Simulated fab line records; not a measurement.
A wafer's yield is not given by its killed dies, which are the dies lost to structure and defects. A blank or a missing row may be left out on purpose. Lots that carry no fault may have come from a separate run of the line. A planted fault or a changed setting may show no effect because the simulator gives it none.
Tool commonality check / flow ritCmos / 45 wafers sampled across 15 lots

== WHY IT WAS OPENED ==
3 of 15 lots carry a flag on the reading ACTIVE_OXIDE_THK at RIT_ACTIVE_THK_MEAS_02. Fault-free wafers read 42.5 nm, with a standard deviation of 1.
Rule: a lot gets a flag if all its wafers with a number sit over 4 standard deviations from that mean, or if no wafer of it has a number. The other lots count as sound.

lot=L706; measured=day 1 12:04; on=filmMetro-03; ACTIVE_OXIDE_THK (nm), wafer by wafer=46.4 45.4 46.0; flag=
lot=L707; measured=day 1 17:03; on=filmMetro-01; ACTIVE_OXIDE_THK (nm), wafer by wafer=41.7 42.1 41.6; flag=
lot=L708; measured=day 1 22:03; on=filmMetro-02; ACTIVE_OXIDE_THK (nm), wafer by wafer=42.6 42.8 43.4; flag=
lot=L709; measured=day 2 06:07; on=filmMetro-01; ACTIVE_OXIDE_THK (nm), wafer by wafer=65.9 65.2 65.9; flag=FLAGGED
lot=L711; measured=day 2 13:37; on=filmMetro-03; ACTIVE_OXIDE_THK (nm), wafer by wafer=43.1 43.3 42.4; flag=
lot=L712; measured=day 2 18:04; on=filmMetro-03; ACTIVE_OXIDE_THK (nm), wafer by wafer=43.5 43.0 43.2; flag=
lot=L713; measured=day 3 01:16; on=filmMetro-01; ACTIVE_OXIDE_THK (nm), wafer by wafer=62.4 62.2 63.4; flag=FLAGGED
lot=L715; measured=day 3 09:22; on=filmMetro-02; ACTIVE_OXIDE_THK (nm), wafer by wafer=42.7 42.6 42.2; flag=
lot=L716; measured=day 3 17:04; on=filmMetro-02; ACTIVE_OXIDE_THK (nm), wafer by wafer=68.7 67.9 67.0; flag=FLAGGED
lot=L721; measured=day 4 15:49; on=filmMetro-02; ACTIVE_OXIDE_THK (nm), wafer by wafer=43.6 43.0 43.3; flag=
lot=L722; measured=day 4 20:04; on=filmMetro-02; ACTIVE_OXIDE_THK (nm), wafer by wafer=41.9 41.7 42.4; flag=
lot=L723; measured=day 5 01:04; on=filmMetro-03; ACTIVE_OXIDE_THK (nm), wafer by wafer=42.5 42.9 43.2; flag=
lot=L724; measured=day 5 06:04; on=filmMetro-03; ACTIVE_OXIDE_THK (nm), wafer by wafer=41.9 40.6 41.4; flag=
lot=L725; measured=day 5 11:04; on=filmMetro-02; ACTIVE_OXIDE_THK (nm), wafer by wafer=42.6 43.4 42.2; flag=
lot=L728; measured=day 6 02:04; on=filmMetro-03; ACTIVE_OXIDE_THK (nm), wafer by wafer=42.5 41.8 41.6; flag=
Average over the flagged lots: 65.4 nm; offset from the usual +22.9 nm, equal to +23 standard deviations.

== EACH LOT AND THE TOOL IT RAN ON ==
The record keeps 1 process step preceding the reading, out of 202 steps on the route. Each cell gives the tool, then ch followed by the chambers the sampled wafers passed through, then the start.
lot=L706; flag=; RIT_ACTIVE_OXIDATION_01=furnace-04 ch 0, day 1 10:07
lot=L707; flag=; RIT_ACTIVE_OXIDATION_01=furnace-03 ch 0, day 1 15:07
lot=L708; flag=; RIT_ACTIVE_OXIDATION_01=furnace-04 ch 0, day 1 20:07
lot=L709; flag=FLAGGED; RIT_ACTIVE_OXIDATION_01=furnace-01 ch 0, day 2 01:07
lot=L711; flag=; RIT_ACTIVE_OXIDATION_01=furnace-03 ch 0, day 2 11:41
lot=L712; flag=; RIT_ACTIVE_OXIDATION_01=furnace-03 ch 0, day 2 16:07
lot=L713; flag=FLAGGED; RIT_ACTIVE_OXIDATION_01=furnace-01 ch 0, day 2 21:12
lot=L715; flag=; RIT_ACTIVE_OXIDATION_01=furnace-01 ch 0, day 3 07:24
lot=L716; flag=FLAGGED; RIT_ACTIVE_OXIDATION_01=furnace-04 ch 0, day 3 12:07
lot=L721; flag=; RIT_ACTIVE_OXIDATION_01=furnace-04 ch 0, day 4 13:52
lot=L722; flag=; RIT_ACTIVE_OXIDATION_01=furnace-01 ch 0, day 4 18:07
lot=L723; flag=; RIT_ACTIVE_OXIDATION_01=furnace-01 ch 0, day 4 23:07
lot=L724; flag=; RIT_ACTIVE_OXIDATION_01=furnace-01 ch 0, day 5 04:07
lot=L725; flag=; RIT_ACTIVE_OXIDATION_01=furnace-03 ch 0, day 5 09:07
lot=L728; flag=; RIT_ACTIVE_OXIDATION_01=furnace-01 ch 0, day 6 00:07
What is done by these steps:
- RIT_ACTIVE_OXIDATION_01: target thk 46.8 nm, ox time 3360 s.
- RIT_ACTIVE_THK_MEAS_02

== FLAGGED AGAINST TOTAL, ONE TOOL AT A TIME (gauges that did the reading follow at the end) ==
step=RIT_ACTIVE_OXIDATION_01; tool=furnace-01; lots run=7; flagged=2; share of the flagged lots=some; sound lots run after its first flagged lot=5 (L715,L722,L723,L724,L728)
step=RIT_ACTIVE_OXIDATION_01; tool=furnace-03; lots run=4; flagged=0; share of the flagged lots=none; sound lots run after its first flagged lot=-
step=RIT_ACTIVE_OXIDATION_01; tool=furnace-04; lots run=4; flagged=1; share of the flagged lots=some; sound lots run after its first flagged lot=1 (L721)
step=RIT_ACTIVE_THK_MEAS_02; tool=filmMetro-01; lots run=3; flagged=2; share of the flagged lots=some; sound lots run after its first flagged lot=0
step=RIT_ACTIVE_THK_MEAS_02; tool=filmMetro-02; lots run=6; flagged=1; share of the flagged lots=some; sound lots run after its first flagged lot=3 (L721,L722,L725)
step=RIT_ACTIVE_THK_MEAS_02; tool=filmMetro-03; lots run=6; flagged=0; share of the flagged lots=none; sound lots run after its first flagged lot=-

== WHAT THE TABLE PERMITS ==
No row of the table ran every flagged lot.

== WHAT HAD BEEN PUT IN BY THE SIMULATOR ==
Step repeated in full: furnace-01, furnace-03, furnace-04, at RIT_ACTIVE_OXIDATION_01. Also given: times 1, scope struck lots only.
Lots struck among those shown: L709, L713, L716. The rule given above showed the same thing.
